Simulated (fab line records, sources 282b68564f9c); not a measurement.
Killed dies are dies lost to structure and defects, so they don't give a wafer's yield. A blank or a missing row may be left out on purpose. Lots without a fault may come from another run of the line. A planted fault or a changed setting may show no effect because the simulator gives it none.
fab line records | flow rit_cmos
record lots=14 wafers=42 last_day=7
route steps=202 shown ACTIVE@3 NWELL@38 PLDD@120 SILICIDE@162
lots that met no fault: from a run of the same line without faults
start_h: hours from the record's first day to the start of the lot's first wafer shown | wait_h: hours since the lot's step before | " the same as in the row above | L1.1+2: a row that stands for several wafers | - no value, or no start given | * or withheld: withheld | < > ~ a bound
route shown NAME@n: a module of which the file shows steps, and the number in the route of the first | usual: mean/standard deviation of fault-free wafers | same: alike in all rows | chamber/n: place in a boat | sites: the reading at each site | _std_site: their standard deviation | _edge_site: outer sites' mean less inner sites' | radius_mm: how far each site lies from the wafer's centre | mask NAME#n: copy n | behind: the tool/chamber that last shaped the wafer | hold: why the lot was held/for how many hours/how that ended | device: the transistor (n, p or np) that didn't switch | end of line: the same wafers' tests at the end of the route | a step without rows: its recipe alone | killed: dies lost to structure and defects at the first sort, not the wafer's yield | map: a wafer's dies, x killed, . not, _ none there
set.NAME: the setting as run; set.NAME@STEP: as run at that earlier step | model.NAME: the simulator's own value behind a step, which no gauge read
steps of the route over a sample of lots; a table a step, a row a wafer
services: from which hour (start_h, from the record's first day; less than 0 if before it) a tool's chamber was out of use, for how many hours, and why
## steps
# step RIT_ACTIVE_THK_MEAS_02
# recipe reads=SiO2_of_ACTIVE_OXIDATION_01
# usual ACTIVE_OXIDE_THK=44.3/0.97
# columns lot.wafer tool chamber start_h wait_h ACTIVE_OXIDE_THK[nm]
L626.3 film_metro-01 - 12.07 0.0 44.7
L626.4 " - " " 45.7
L626.5 " - " " 44.7
L627.1 film_metro-01 - 17.05 0.0 45.8
L627.2 " - " " 45.4
L627.6 " - " " 45.2
L628.2 film_metro-03 - 22.06 0.0 43.8
L628.3 " - " " 44.9
L628.4 " - " " 44.3
L632.4 film_metro-03 - 42.08 0.0 44.2
L632.5 " - " " 43.8
L632.6 " - " " 44.6
L633.3 film_metro-01 - 47.07 0.0 43.1
L633.5 " - " " 43.3
L633.6 " - " " 43.3
L634.1 film_metro-02 - 52.05 0.0 43.7
L634.2 " - " " 43.3
L634.6 " - " " 43.4
L635.1 film_metro-03 - 59.18 0.0 42.9
L635.4 " - " " 43.6
L635.5 " - " " 43.8
L637.1 film_metro-03 - 69.50 0.0 45.0
L637.3 " - " " 45.7
L637.5 " - " " 45.1
L640.1 film_metro-01 - 82.05 0.0 45.0
L640.3 " - " " 44.5
L640.5 " - " " 43.8
L642.3 film_metro-02 - 92.07 0.0 42.9
L642.4 " - " " 43.0
L642.5 " - " " 43.4
L643.3 film_metro-03 - 97.22 0.0 43.9
L643.5 " - " " 43.1
L643.6 " - " " 43.2
L644.2 film_metro-02 - 102.06 0.0 44.0
L644.4 " - " " 44.3
L644.6 " - " " 44.8
L647.1 film_metro-03 - 117.05 0.0 43.3
L647.4 " - " " 43.5
L647.6 " - " " 43.5
L648.3 film_metro-03 - 123.43 0.0 43.2
L648.4 " - " " 43.5
L648.6 " - " " 43.0
# step RIT_NWELL_TW_MEAS_10
# usual NWELL_TW=2158/28
# columns lot.wafer tool chamber start_h wait_h NWELL_TW
L626.3 film_metro-04 - 21.02 0.1 2166
L626.4 " - " " 2177
L626.5 " - " " 2175
L627.1 film_metro-03 - 26.75 0.1 2206
L627.2 " - " " 2199
L627.6 " - " " 2203
L628.2 film_metro-01 - 30.94 0.1 2118
L628.3 " - " " 2110
L628.4 " - " " 2111
L632.4 film_metro-01 - 51.08 0.1 2123
L632.5 " - " " 2125
L632.6 " - " " 2119
L633.3 film_metro-01 - 57.01 0.1 2131
L633.5 " - " " 2118
L633.6 " - " " 2139
L634.1 film_metro-01 - 71.11 0.1 2127
L634.2 " - " " 2121
L634.6 " - " " 2128
L635.1 film_metro-04 - 74.06 0.1 2150
L635.4 " - " " 2159
L635.5 " - " " 2165
L637.1 film_metro-01 - 78.47 0.1 2122
L637.3 " - " " 2116
L637.5 " - " " 2133
L640.1 film_metro-04 - 91.13 0.1 2157
L640.3 " - " " 2163
L640.5 " - " " 2155
L642.3 film_metro-04 - 100.90 0.1 2145
L642.4 " - " " 2163
L642.5 " - " " 2159
L643.3 film_metro-04 - 106.97 0.1 2157
L643.5 " - " " 2165
L643.6 " - " " 2159
L644.2 film_metro-04 - 112.32 0.1 2144
L644.4 " - " " 2149
L644.6 " - " " 2152
L647.1 film_metro-03 - 127.28 0.1 2191
L647.4 " - " " 2198
L647.6 " - " " 2192
L648.3 film_metro-04 - 132.32 0.1 2147
L648.4 " - " " 2162
L648.6 " - " " 2151
# step RIT_PLDD_OVL_MEAS_06
# usual PLDD_OVL=-0.8/1.8
# columns lot.wafer tool chamber start_h wait_h PLDD_OVL[nm]
L626.3 overlay-01 - 42.79 - 0.7
L626.4 " - " " -1.3
L626.5 " - " " 0.1
L627.1 overlay-01 - 48.65 - -0.6
L627.2 " - " " -0.8
L627.6 " - " " -1.7
L628.2 overlay-02 - 52.40 - -1.8
L628.3 " - " " -2.9
L628.4 " - " " -1.0
L632.4 overlay-02 - 79.15 - 0.6
L632.5 " - " " 1.4
L632.6 " - " " 1.0
L633.3 overlay-02 - 82.37 - 1.2
L633.5 " - " " 1.3
L633.6 " - " " 0.8
L634.1 overlay-01 - 93.61 - -3.6
L634.2 " - " " -4.2
L634.6 " - " " -5.0
L635.1 overlay-02 - 96.67 - -1.4
L635.4 " - " " -2.9
L635.5 " - " " -1.6
L637.1 overlay-02 - 104.17 - -1.0
L637.3 " - " " -1.0
L637.5 " - " " -1.4
L640.1 overlay-01 - 115.89 - -1.4
L640.3 " - " " 0.2
L640.5 " - " " 0.2
L642.3 overlay-02 - 122.27 - 1.4
L642.4 " - " " 1.2
L642.5 " - " " 1.4
L643.3 overlay-02 - 129.88 - -2.1
L643.5 " - " " -2.6
L643.6 " - " " -3.6
L644.2 overlay-02 - 134.22 - -1.3
L644.4 " - " " 0.1
L644.6 " - " " -1.5
L647.1 overlay-02 - 149.21 - -0.7
L647.4 " - " " -1.4
L647.6 " - " " -1.5
L648.3 overlay-02 - 154.76 - -0.8
L648.4 " - " " -0.5
L648.6 " - " " -2.1
# step RIT_SILICIDE_SPUTTER_01
# recipe material=Ti target_thk_nm=30 power_w=350 chamber_pressure_pa=0.667 gas=Ar time_s=236.4 substrate_temp_c=25
# usual throttle_valve_pct=30.7/0.62
# columns lot.wafer tool chamber start_h wait_h throttle_valve_pct
L626.3 pvd_sputter-01 - 49.78 0.0 30.6
L626.4 " - " " 31.5
L626.5 " - " " 30.5
L627.1 pvd_sputter-01 - 55.82 0.0 30.3
L627.2 " - " " 31.4
L627.6 " - " " 31.3
L628.2 pvd_sputter-01 - 59.36 0.0 29.7
L628.3 " - " " 30.5
L628.4 " - " " 31.5
L632.4 pvd_sputter-04 - 86.51 0.0 31.2
L632.5 " - " " 29.9
L632.6 " - " " 31.1
L633.3 pvd_sputter-03 - 89.69 0.0 31.5
L633.5 " - " " 30.8
L633.6 " - " " 29.9
L634.1 pvd_sputter-04 - 100.66 0.0 31.6
L634.2 " - " " 30.1
L634.6 " - " " 31.2
L635.1 pvd_sputter-01 - 103.53 0.0 30.5
L635.4 " - " " 29.8
L635.5 " - " " 30.5
L637.1 pvd_sputter-04 - 111.33 0.0 30.1
L637.3 " - " " 31.5
L637.5 " - " " 31.1
L640.1 pvd_sputter-01 - 122.71 0.0 31.4
L640.3 " - " " 30.4
L640.5 " - " " 31.4
L642.3 pvd_sputter-01 - 129.32 0.0 29.8
L642.4 " - " " 31.5
L642.5 " - " " 31.1
L643.3 pvd_sputter-03 - 136.95 0.0 30.9
L643.5 " - " " 30.9
L643.6 " - " " 29.7
L644.2 pvd_sputter-04 - 141.32 0.0 30.7
L644.4 " - " " 29.9
L644.6 " - " " 31.6
L647.1 pvd_sputter-04 - 156.17 0.0 30.8
L647.4 " - " " 30.1
L647.6 " - " " 30.2
L648.3 pvd_sputter-03 - 161.92 0.0 31.1
L648.4 " - " " 29.8
L648.6 " - " " 30.9
# step RIT_SILICIDE_RS_MEAS_02
# recipe thk_meas_gauge=four-point-probe reads=Ti_of_SILICIDE_SPUTTER_01
# usual SILICIDE_TI_RS=48.7/0.96
# columns lot.wafer tool chamber start_h wait_h SILICIDE_TI_RS[ohm/sq]
L626.3 film_metro-02 - 49.97 0.1 49.2
L626.4 " - " " 49.9
L626.5 " - " " 50.0
L627.1 film_metro-04 - 55.97 0.1 49.5
L627.2 " - " " 49.7
L627.6 " - " " 49.0
L628.2 film_metro-04 - 59.53 0.1 49.6
L628.3 " - " " 50.4
L628.4 " - " " 50.2
L632.4 film_metro-02 - 86.72 0.1 50.2
L632.5 " - " " 48.9
L632.6 " - " " 49.4
L633.3 film_metro-01 - 89.88 0.1 47.5
L633.5 " - " " 49.5
L633.6 " - " " 48.7
L634.1 film_metro-01 - 100.81 0.1 48.8
L634.2 " - " " 48.0
L634.6 " - " " 48.7
L635.1 film_metro-04 - 103.68 0.1 50.0
L635.4 " - " " 49.7
L635.5 " - " " 50.5
L637.1 film_metro-01 - 111.48 0.1 48.3
L637.3 " - " " 48.9
L637.5 " - " " 48.9
L640.1 film_metro-02 - 122.86 0.1 84.3
L640.3 " - " " 84.4
L640.5 " - " " 84.8
L642.3 film_metro-04 - 129.51 0.1 86.8
L642.4 " - " " 86.3
L642.5 " - " " 86.2
L643.3 film_metro-01 - 137.14 0.1 47.1
L643.5 " - " " 47.1
L643.6 " - " " 47.3
L644.2 film_metro-02 - 141.49 0.1 48.5
L644.4 " - " " 47.4
L644.6 " - " " 48.1
L647.1 film_metro-02 - 156.32 0.1 48.4
L647.4 " - " " 47.4
L647.6 " - " " 47.1
L648.3 film_metro-04 - 162.11 0.1 48.3
L648.4 " - " " 49.7
L648.6 " - " " 49.3
# step RIT_SILICIDE_THK_MEAS_03
# recipe thk_meas_gauge=xrf reads=Ti_of_SILICIDE_SPUTTER_01
# usual SILICIDE_TI_THK=29.9/0.5
# columns lot.wafer tool chamber start_h wait_h SILICIDE_TI_THK[nm]
L626.3 film_metro-02 - 50.07 0.1 29.6
L626.4 " - " " 29.3
L626.5 " - " " 29.3
L627.1 film_metro-04 - 56.09 0.1 29.6
L627.2 " - " " 29.4
L627.6 " - " " 29.7
L628.2 film_metro-04 - 59.64 0.1 29.3
L628.3 " - " " 29.1
L628.4 " - " " 29.2
L632.4 film_metro-02 - 86.81 0.1 29.2
L632.5 " - " " 29.7
L632.6 " - " " 29.5
L633.3 film_metro-01 - 89.98 0.1 30.3
L633.5 " - " " 29.5
L633.6 " - " " 29.7
L634.1 film_metro-01 - 100.93 0.1 29.9
L634.2 " - " " 30.3
L634.6 " - " " 29.9
L635.1 film_metro-04 - 103.80 0.1 29.5
L635.4 " - " " 29.4
L635.5 " - " " 29.1
L637.1 film_metro-01 - 111.60 0.1 30.3
L637.3 " - " " 30.0
L637.5 " - " " 30.1
L640.1 film_metro-02 - 122.98 0.1 19.4
L640.3 " - " " 19.3
L640.5 " - " " 19.3
L642.3 film_metro-04 - 129.61 0.1 19.0
L642.4 " - " " 19.1
L642.5 " - " " 19.1
L643.3 film_metro-01 - 137.24 0.1 30.8
L643.5 " - " " 30.9
L643.6 " - " " 30.8
L644.2 film_metro-02 - 141.60 0.1 29.9
L644.4 " - " " 30.6
L644.6 " - " " 30.1
L647.1 film_metro-02 - 156.44 0.1 30.0
L647.4 " - " " 30.5
L647.6 " - " " 30.8
L648.3 film_metro-04 - 162.21 0.1 30.2
L648.4 " - " " 29.2
L648.6 " - " " 29.5
## services
# columns tool chamber start_h hours kind
pvd_sputter-03 - 34.38 0.7 repair
pvd_sputter-03 - 51.45 4.5 repair
pvd_sputter-04 - 55.07 17.0 repair
pvd_sputter-03 - 62.24 0.7 repair
pvd_sputter-03 - 97.53 30.8 repair
pvd_sputter-03 - 103.34 1.7 repair
pvd_sputter-04 - 136.16 0.9 repair
## key
first_sign step=RIT_SILICIDE_RS_MEAS_02 reading=SILICIDE_TI_RS direction=up sigmas=38 usual=48.7 struck=85.5
effect step=RIT_SILICIDE_THK_MEAS_03 reading=SILICIDE_TI_THK direction=down sigmas=21 usual=29.9 struck=19.2
met_at RIT_SILICIDE_SPUTTER_01
struck_lots L640,L642
rows_end L640.1,L640.3,L640.5
tester_left_out L642
not_acting_at RIT_ACTIVE_THK_MEAS_02,RIT_NWELL_TW_MEAS_10,RIT_PLDD_OVL_MEAS_06
onset_between 103.53 122.71
fault kind=process_parameter_drift tool=pvd_sputter-01 chamber=- onset_h=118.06 steps=RIT_SILICIDE_SPUTTER_01 channel=target_thk_nm offset=-10.15 shape=step end_h=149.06 acts_in=these_recipes_only stated=30
# tester_left_out: of these lots the tester's yield and bins aren't shown, on N5 and GAA mostly nor the transistor test; their killed dies are dies lost to structure and defects alone, not to doping, threshold or leakage, so they don't give the yield
# rows_end: these wafers met a further fault down the route, and their rows from its step on are left out
